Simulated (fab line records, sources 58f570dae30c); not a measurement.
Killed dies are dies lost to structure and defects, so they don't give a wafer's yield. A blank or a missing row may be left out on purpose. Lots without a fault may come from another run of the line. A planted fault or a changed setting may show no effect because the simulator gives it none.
fab line records | flow berkeley_cmos170
record lots=15 wafers=45 last_day=13
route steps=331 shown NWELL@31 NSD@197 CONTACT@236 V1@257
lots that met no fault: from a run of the same line without faults
start_h: hours from the record's first day to the start of the lot's first wafer shown | wait_h: hours since the lot's step before | " the same as in the row above | L1.1+2: a row that stands for several wafers | - no value, or no start given | * or withheld: withheld | < > ~ a bound
route shown NAME@n: a module of which the file shows steps, and the number in the route of the first | usual: mean/standard deviation of fault-free wafers | same: alike in all rows | chamber/n: place in a boat | sites: the reading at each site | _std_site: their standard deviation | _edge_site: outer sites' mean less inner sites' | radius_mm: how far each site lies from the wafer's centre | mask NAME#n: copy n | behind: the tool/chamber that last shaped the wafer | hold: why the lot was held/for how many hours/how that ended | device: the transistor (n, p or np) that didn't switch | end of line: the same wafers' tests at the end of the route | a step without rows: its recipe alone | killed: dies lost to structure and defects at the first sort, not the wafer's yield | map: a wafer's dies, x killed, . not, _ none there
set.NAME: the setting as run; set.NAME@STEP: as run at that earlier step | model.NAME: the simulator's own value behind a step, which no gauge read
steps of the route over a sample of lots; a table a step, a row a wafer
## steps
# step UCB170_NWELL_CLEAN_17
# recipe chemistry=SPM temp_c=120 time_s=600
# usual bath_guard_temp_C=120.0/0.54 bath_heat_duty_pct=12.7/0.92
# columns lot.wafer tool chamber start_h wait_h bath_guard_temp_C bath_heat_duty_pct
L250.2 wet_bench-04 0 38.75 1.0 119.3 14.5
L250.3 " 0 " " 119.6 13.4
L250.6 " 0 " " 119.6 12.7
L252.1 wet_bench-03 2 45.82 0.1 119.6 12.6
L252.2 " 2 " " 119.9 12.8
L252.6 " 2 " " 119.8 13.1
L251.1 wet_bench-04 3 45.96 0.1 120.5 14.3
L251.2 " 3 " " 120.3 13.7
L251.5 " 3 " " 120.6 14.4
L253.1 wet_bench-03 3 53.88 0.3 119.9 13.2
L253.2 " 3 " " 119.9 13.1
L253.3 " 3 " " 119.6 13.0
L257.1 wet_bench-02 1 75.92 0.2 120.7 12.2
L257.5 " 1 " " 120.7 12.2
L257.6 " 1 " " 120.5 13.4
L258.1 wet_bench-04 2 76.31 0.1 119.6 11.5
L258.3 " 2 " " 119.7 12.9
L258.5 " 2 " " 119.6 13.4
L259.2 wet_bench-03 3 83.91 0.0 120.2 12.7
L259.4 " 3 " " 119.8 12.3
L259.6 " 3 " " 119.9 13.6
L260.1 wet_bench-03 1 90.84 0.1 119.9 11.7
L260.2 " 1 " " 120.0 10.7
L260.3 " 1 " " 120.2 12.7
L261.1 wet_bench-03 3 91.29 0.2 - -
L261.4 " 3 " " - -
L261.5 " 3 " " - -
L262.3 wet_bench-04 0 99.15 0.0 - -
L262.4 " 0 " " - -
L262.6 " 0 " " - -
L263.2 wet_bench-03 0 106.32 1.3 - -
L263.3 " 0 " " - -
L263.5 " 0 " " - -
L268.2 wet_bench-04 2 137.64 0.7 119.9 11.5
L268.3 " 2 " " 119.4 12.8
L268.5 " 2 " " 119.3 11.6
L270.1 wet_bench-02 1 143.32 0.1 120.6 12.1
L270.3 " 1 " " 120.7 11.9
L270.6 " 1 " " 121.1 12.4
L271.3 wet_bench-04 2 146.28 0.9 119.4 12.9
L271.4 " 2 " " 119.5 12.4
L271.5 " 2 " " 119.3 11.9
L272.1 wet_bench-04 2 146.28 1.1 119.4 13.3
L272.3 " 2 " " 119.4 10.7
L272.5 " 2 " " 119.6 12.4
# step UCB170_NSD_TW_MEAS_10
# usual NSD_TW=4188/32
# columns lot.wafer tool chamber start_h wait_h NSD_TW
L251.1 film_metro-02 - 170.29 0.1 4157
L251.2 " - " " 4128
L251.5 " - " " 4131
L252.1 film_metro-03 - 170.29 0.1 4215
L252.2 " - " " 4223
L252.6 " - " " 4217
L250.2 film_metro-03 - 170.58 0.1 4190
L250.3 " - " " 4195
L250.6 " - " " 4202
L253.1 film_metro-01 - 170.84 0.1 4192
L253.2 " - " " 4189
L253.3 " - " " 4213
L257.1 film_metro-01 - 211.57 0.1 4204
L257.5 " - " " 4199
L257.6 " - " " 4188
L258.1 film_metro-02 - 217.43 0.1 4140
L258.3 " - " " 4140
L258.5 " - " " 4143
L259.2 film_metro-03 - 217.83 0.1 4228
L259.4 " - " " 4217
L259.6 " - " " 4228
L261.1 film_metro-01 - 227.18 0.1 4199
L261.4 " - " " 4215
L261.5 " - " " 4202
L260.1 film_metro-02 - 227.46 0.1 4120
L260.2 " - " " 4128
L260.3 " - " " 4154
L263.2 film_metro-01 - 244.71 0.1 4207
L263.3 " - " " 4172
L263.5 " - " " 4175
L262.3 film_metro-02 - 245.00 0.1 4167
L262.4 " - " " 4170
L262.6 " - " " 4165
L268.2 film_metro-01 - 265.06 0.1 4220
L268.3 " - " " 4205
L268.5 " - " " 4217
L271.3 film_metro-03 - 281.74 0.1 4189
L271.4 " - " " 4205
L271.5 " - " " 4206
L270.1 film_metro-01 - 282.05 0.1 4197
L270.3 " - " " 4189
L270.6 " - " " 4221
L272.1 film_metro-03 - 282.14 0.1 4240
L272.3 " - " " 4225
L272.5 " - " " 4235
# step UCB170_CONTACT_CD_MEAS_90
# recipe target_cd_nm=700
# usual cd_nm=699.7/1.8
# columns lot.wafer tool chamber start_h wait_h cd_nm
L251.1 cd_sem-02 - 176.53 0.1 699.2
L251.2 " - " " 699.1
L251.5 " - " " 698.1
L252.1 cd_sem-02 - 178.58 0.2 699.3
L252.2 " - " " 700.6
L252.6 " - " " 701.8
L250.2 cd_sem-02 - 178.96 0.4 699.3
L250.3 " - " " 699.5
L250.6 " - " " 701.1
L253.1 cd_sem-01 - 179.30 0.1 700.3
L253.2 " - " " 701.2
L253.3 " - " " 699.8
L257.1 cd_sem-02 - 217.71 0.1 700.5
L257.5 " - " " 697.5
L257.6 " - " " 700.6
L258.1 cd_sem-02 - 225.72 0.1 699.9
L258.3 " - " " 699.1
L258.5 " - " " 700.3
L259.2 cd_sem-01 - 225.97 0.1 700.2
L259.4 " - " " 701.7
L259.6 " - " " 699.2
L261.1 cd_sem-01 - 233.40 0.1 698.3
L261.4 " - " " 694.6
L261.5 " - " " 697.4
L260.1 cd_sem-02 - 233.52 0.1 702.1
L260.2 " - " " 700.3
L260.3 " - " " 698.5
L263.2 cd_sem-01 - 255.07 0.1 701.2
L263.3 " - " " 698.4
L263.5 " - " " 700.0
L262.3 cd_sem-02 - 257.19 0.1 699.5
L262.4 " - " " 699.2
L262.6 " - " " 699.4
L268.2 cd_sem-01 - 277.43 0.1 700.3
L268.3 " - " " 699.4
L268.5 " - " " 699.7
L271.3 cd_sem-01 - 288.51 0.1 703.4
L271.4 " - " " 703.2
L271.5 " - " " 702.4
L270.1 cd_sem-01 - 289.62 0.1 700.4
L270.3 " - " " 701.9
L270.6 " - " " 699.3
L272.1 cd_sem-02 - 290.54 0.1 699.5
L272.3 " - " " 700.3
L272.5 " - " " 699.8
# step UCB170_V1_BOW_MEAS_03
# recipe mode=bow
# usual V1_BOW=19/6.7
# columns lot.wafer tool chamber start_h wait_h V1_BOW[um]
L251.1 film_metro-01 - 181.03 0.2 16
L251.2 " - " " 19
L251.5 " - " " 30
L252.1 film_metro-01 - 182.36 0.1 13
L252.2 " - " " 24
L252.6 " - " " 3
L250.2 film_metro-04 - 183.71 0.3 15
L250.3 " - " " 20
L250.6 " - " " 25
L253.1 film_metro-04 - 183.99 0.2 27
L253.2 " - " " 25
L253.3 " - " " 12
L257.1 film_metro-01 - 236.66 0.2 14
L257.5 " - " " 26
L257.6 " - " " 30
L258.1 film_metro-01 - 237.03 0.2 13
L258.3 " - " " 19
L258.5 " - " " 26
L259.2 film_metro-02 - 237.65 0.2 15
L259.4 " - " " 15
L259.6 " - " " 15
L261.1 film_metro-02 - 237.93 0.1 20
L261.4 " - " " 19
L261.5 " - " " 21
L260.1 film_metro-04 - 238.51 0.1 22
L260.2 " - " " 24
L260.3 " - " " 22
L263.2 film_metro-04 - 260.58 0.2 21
L263.3 " - " " 18
L263.5 " - " " 20
L262.3 film_metro-01 - 261.93 0.2 16
L262.4 " - " " 13
L262.6 " - " " 15
L268.2 film_metro-04 - 281.89 0.3 11
L268.3 " - " " 15
L268.5 " - " " 17
L271.3 film_metro-01 - 292.64 0.2 22
L271.4 " - " " 21
L271.5 " - " " 15
L270.1 film_metro-04 - 294.14 0.2 6
L270.3 " - " " 15
L270.6 " - " " 7
L272.1 film_metro-01 - 295.66 0.2 30
L272.3 " - " " 14
L272.5 " - " " 3
## key
first_sign step=UCB170_NWELL_CLEAN_17 reading=tool_record direction=missing
effect none on later readings
met_at UCB170_NWELL_CLEAN_17
struck_lots L261,L262,L263
tester_left_out L261,L262,L263
not_acting_at UCB170_NSD_TW_MEAS_10,UCB170_CONTACT_CD_MEAS_90,UCB170_V1_BOW_MEAS_03
onset_between 90.84 91.29
fault kind=skipped_step_whole tool=wet_bench-03,wet_bench-04 chamber=- onset_h=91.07 steps=UCB170_NWELL_CLEAN_17 scope=struck_lots_only
# tester_left_out: of these lots the tester's yield and bins aren't shown, on N5 and GAA mostly nor the transistor test; their killed dies are dies lost to structure and defects alone, not to doping, threshold or leakage, so they don't give the yield
